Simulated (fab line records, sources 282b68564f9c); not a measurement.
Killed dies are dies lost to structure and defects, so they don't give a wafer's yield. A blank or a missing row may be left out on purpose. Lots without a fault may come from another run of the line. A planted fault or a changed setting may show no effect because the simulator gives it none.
One fault seen from 2 desks | flow rit_cmos | each desk has only its own numbers; what lay behind them comes last

THE TOOL OWNER'S DESK: pvd_sputter-03
The tool's own readings at RIT_SILICIDE_SPUTTER_01 (material Ti, target thk 30 nm, time 240 s): means of the sampled wafers that have a number, for each lot that ran on this tool. A lot is out of limits, marked OUT, if its mean lies more than 4 standard deviations from the usual mean; the brackets give that distance.
Columns: A = cathode_dc_power_W at RIT_SILICIDE_SPUTTER_01, usual 350.01 W; B = throttle_valve_pct at RIT_SILICIDE_SPUTTER_01, usual 30.0 %
lot  | first seen here | A                        | B
L423 | day 3 22:38     | 350.01                   | 30.2
L426 | day 4 18:39     | 349.95                   | 29.3
L430 | day 5 14:47     | 350.04                   | 30.0
L439 | day 7 15:16     | 318.19 (-99 or more) OUT | 29.8
L442 | day 8 02:41     | 318.16 (-99 or more) OUT | 29.7
This desk's finding: out of limits on L439, L442; first on L439, day 7 15:16 (cathode_dc_power_W at RIT_SILICIDE_SPUTTER_01). In limits: L423, L426, L430.

THE METROLOGY DESK
What the gauges read, lot by lot, whatever tool the lot ran on: means of the sampled wafers that have a number. A lot is out of limits, marked OUT, if its mean lies more than 4 standard deviations from the usual mean; the brackets give that distance.
Columns: A = SILICIDE_TI_RS at RIT_SILICIDE_RS_MEAS_02, usual 48.0 ohm/sq; B = SILICIDE_TI_THK at RIT_SILICIDE_THK_MEAS_03, usual 29.6 nm
lot  | first seen here | A               | B
L422 | day 3 18:56     | 47.1            | 30.1
L423 | day 3 22:47     | 48.6            | 29.3
L424 | day 4 01:32     | 47.5            | 29.7
L426 | day 4 18:52     | 48.9            | 29.1
L427 | day 5 02:47     | 47.6            | 29.9
L428 | day 5 03:02     | 46.7            | 30.1
L429 | day 5 07:40     | 48.2            | 29.3
L430 | day 5 14:59     | 49.5            | 28.7
L431 | day 6 02:23     | 48.2            | 29.7
L433 | day 6 14:52     | 47.8            | 29.8
L438 | day 7 15:12     | 48.8            | 29.3
L439 | day 7 15:25     | 54.4 (+7.8) OUT | 26.5 (-7.2) OUT
L442 | day 8 02:52     | 53.1 (+6.2) OUT | 27.3 (-5.4) OUT
L444 | day 8 07:13     | 48.2            | 29.2
This desk's finding: out of limits on L439, L442; first on L439, day 7 15:25 (SILICIDE_TI_RS at RIT_SILICIDE_RS_MEAS_02). In limits: L422, L423, L424, L426, L427, L428, L429, L430, L431, L433, L438, L444.

PUT TOGETHER
The tool owner's desk could have raised an alarm at day 7 15:16, on L439, L442.
The metrology desk could have raised an alarm at day 7 15:25, on L439, L442.
Of the lots named, all ran RIT_SILICIDE_SPUTTER_01 on pvd_sputter-03.

WHAT THE SIMULATOR HAD PUT IN
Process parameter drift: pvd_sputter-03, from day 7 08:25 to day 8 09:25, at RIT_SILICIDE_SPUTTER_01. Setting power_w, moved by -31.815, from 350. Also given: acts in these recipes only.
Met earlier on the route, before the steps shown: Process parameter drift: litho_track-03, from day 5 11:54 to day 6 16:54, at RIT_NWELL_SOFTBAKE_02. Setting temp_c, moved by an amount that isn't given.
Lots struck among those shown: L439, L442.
Hours from the fault's start to each desk's first reading out of limits: the tool owner's desk, 7; the metrology desk, 7.
